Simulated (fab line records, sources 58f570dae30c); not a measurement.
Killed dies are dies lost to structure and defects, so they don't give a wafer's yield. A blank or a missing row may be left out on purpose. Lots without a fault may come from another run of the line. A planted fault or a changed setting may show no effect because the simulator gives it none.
One fault seen from 2 desks | flow berkeley_cmos170 | each desk has only its own numbers; what lay behind them comes last

THE TOOL OWNER'S DESK: krf_scanner-01
The tool's own readings at UCB170_PFIELD_EXPOSE_03 (exposes mask PFIELD, target cd 1500 nm): means of the sampled wafers that have a number, for each lot that ran on this tool. A lot is out of limits, marked OUT, if its mean lies more than 4 standard deviations from the usual mean; the brackets give that distance.
Columns: A = exposure_dose_mJ_cm2 at UCB170_PFIELD_EXPOSE_03, usual 29.99; B = reticle_temp_C at UCB170_PFIELD_EXPOSE_03, usual 23.01 C
lot  | first seen here | A               | B
L132 | day 4 07:37     | 29.98           | 23.08
L133 | day 4 09:50     | 30.00           | 22.95
L135 | day 4 13:43     | 29.95           | 22.95
L136 | day 4 16:19     | 30.00           | 22.98
L138 | day 5 05:33     | 29.21 (-24) OUT | 23.07
L142 | day 6 03:58     | 29.24 (-23) OUT | 22.91
L143 | day 6 05:33     | 29.19 (-24) OUT | 23.03
L145 | day 6 17:09     | 29.24 (-23) OUT | 22.92
This desk's finding: out of limits on L138, L142, L143, L145; first on L138, day 5 05:33 (exposure_dose_mJ_cm2 at UCB170_PFIELD_EXPOSE_03). In limits: L132, L133, L135, L136.

THE METROLOGY DESK
What the gauges read, lot by lot, whatever tool the lot ran on: means of the sampled wafers that have a number. A lot is out of limits, marked OUT, if its mean lies more than 4 standard deviations from the usual mean; the brackets give that distance.
Columns: A = cd_nm at UCB170_ACTIVE_CD_MEAS_13, usual 1199.6 nm; B = PFIELD_OVL at UCB170_PFIELD_OVL_MEAS_06, usual -3 nm
lot  | first seen here | A      | B
L132 | day 4 06:06     | 1200.1 | -1
L133 | day 4 07:40     | 1197.7 | -3
L134 | day 4 08:11     | 1201.4 | -4
L135 | day 4 12:05     | 1199.9 | -3
L137 | day 4 14:40     | 1198.8 | -10
L136 | day 4 14:48     | 1202.3 | -1
L138 | day 5 04:21     | 1198.2 | -8
L142 | day 6 00:04     | 1197.6 | 0
L143 | day 6 03:46     | 1201.2 | 14
L145 | day 6 15:56     | 1199.1 | -7
L147 | day 7 03:51     | 1196.6 | -5
L149 | day 7 21:25     | 1199.9 | 2
L150 | day 8 01:53     | 1200.3 | -8
L155 | day 9 04:16     | 1198.8 | -8
This desk's finding: nothing out of limits on any of the 14 lots.

PUT TOGETHER
The tool owner's desk could have raised an alarm at day 5 05:33, on L138, L142, L143, L145.
The metrology desk saw nothing out of limits.
The metrology desk has L138, L142, L143, L145 on record, within its limits.
Of the lots named, all ran UCB170_PFIELD_EXPOSE_03 on krf_scanner-01.

WHAT THE SIMULATOR HAD PUT IN
Process parameter drift: krf_scanner-01, from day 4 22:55 on, at UCB170_PFIELD_EXPOSE_03. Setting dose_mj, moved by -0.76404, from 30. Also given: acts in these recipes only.
Lots struck among those shown: L138, L142, L143, L145.
Hours from the fault's start to each desk's first reading out of limits: the tool owner's desk, 7.
